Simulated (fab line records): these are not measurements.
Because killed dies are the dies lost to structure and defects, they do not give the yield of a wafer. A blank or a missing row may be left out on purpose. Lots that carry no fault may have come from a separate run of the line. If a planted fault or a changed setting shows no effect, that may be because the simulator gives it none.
Split-lot experiment | flow berkeley cmos170 | 23 wafers read from 5 lots, route of 331 steps

ABOUT THE SPLIT
At UCB170_M1_COAT_04 (resist thk 900 nm), the setting resist thk nm was moved away from the recipe's 900 nm on 5 of the 23 wafers read, by +1.7% to +4.3%. All remaining wafers had this setting at the recipe value.

The split's own step is where the reading is taken.

THE READING
KrF_of_M1_COAT_04.thk nm (the simulator's own value, which no gauge read), in nm, at UCB170_M1_COAT_04 (resist thk 900 nm). The file does not state a usual value for it. Average 898.7 nm, standard deviation 2.8 nm, over the 18 wafers here run with the recipe.

wafer  | tool, chamber at the split | resist thk nm as run, nm | against the recipe | KrF_of_M1_COAT_04.thk nm, nm | against lot-mates on the recipe
L078.1 | litho track-02, 0          | 900                      | recipe             | 898.1                        | -
L078.2 | litho track-02, 0          | 900                      | recipe             | 896.9                        | -
L078.3 | litho track-02, 0          | 938.8                    | +4.3%              | 937.8                        | +40.3
L078.4 | litho track-02, 0          | 938.8                    | +4.3%              | 937.2                        | +39.7
L078.6 | litho track-02, 0          | 900                      | recipe             | 897.4                        | -
L079.2 | litho track-01, 0          | 900                      | recipe             | 903                          | -
L079.3 | litho track-01, 0          | 900                      | recipe             | 902.6                        | -
L079.6 | litho track-01, 0          | 900                      | recipe             | 902.3                        | -
L081.1 | litho track-01, 0          | 915                      | +1.7%              | 919.7                        | +17.1
L081.2 | litho track-01, 0          | 900                      | recipe             | 903.4                        | -
L081.3 | litho track-01, 0          | 915                      | +1.7%              | 916.7                        | +14.1
L081.5 | litho track-01, 0          | 900                      | recipe             | 901.9                        | -
L081.6 | litho track-01, 0          | 915                      | +1.7%              | 918.4                        | +15.8
L084.1 | litho track-01, 0          | 900                      | recipe             | 897.4                        | -
L084.2 | litho track-01, 0          | 900                      | recipe             | 901                          | -
L084.4 | litho track-01, 0          | 900                      | recipe             | 898.1                        | -
L084.5 | litho track-01, 0          | 900                      | recipe             | 898.3                        | -
L084.6 | litho track-01, 0          | 900                      | recipe             | 896.7                        | -
L085.1 | litho track-02, 0          | 900                      | recipe             | 897.7                        | -
L085.2 | litho track-02, 0          | 900                      | recipe             | 894                          | -
L085.3 | litho track-02, 0          | 900                      | recipe             | 896.8                        | -
L085.4 | litho track-02, 0          | 900                      | recipe             | 895                          | -
L085.6 | litho track-02, 0          | 900                      | recipe             | 896.3                        | -

THE FIT
A straight line over all 23 wafers: KrF_of_M1_COAT_04.thk nm changes by +9.39 nm for each +1% of resist thk nm; r = +0.97; the points scatter about the line by 3 nm.
The same after taking each lot's own level away (the mean of its wafers on the recipe; 23 wafers): +9.3 nm for each +1%; r = +1.00; scatter 1.1 nm.
The reading moves by 40 nm for the largest change in resist thk nm, on that fit.
The span of the lots' own levels, 895.96 to 902.65 nm, comes to 2.4 times the standard deviation stated above.
The two slopes agree, so the slope changes little with the lot-to-lot level.
Check: +39.9 nm against its lot-mates is what the line predicts for one of the wafers moved furthest among these (+4.3%) when that wafer is left out of the fit. Against them it came out at +40.3 nm.

FURTHER SPLITS ON THESE WAFERS
Before the reading, these wafers also passed through other splits. Each is held against what the fit with the lots' levels taken away leaves over:
other split on the same wafers   | wafers away from the commonest value | r with KrF_of_M1_COAT_04.thk nm (lot level and that fit taken away)
UCB170_PSD_IMPLANT_08 dose cm2   | 7                                    | -0.20
UCB170_NSD_IMPLANT_08 energy kev | 11                                   | +0.10
UCB170_BACKSIDE_STRIP_03 power w | 10                                   | +0.06
UCB170_CONTACT_COAT_04 spin rpm  | 7                                    | -0.32
UCB170_CONTACT_EXPOSE_12 dose mj | 9                                    | +0.03

FILE'S OWN FIT
KrF_of_M1_COAT_04.thk nm changes by +9.3 nm for each +1% of resist thk nm, r = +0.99.
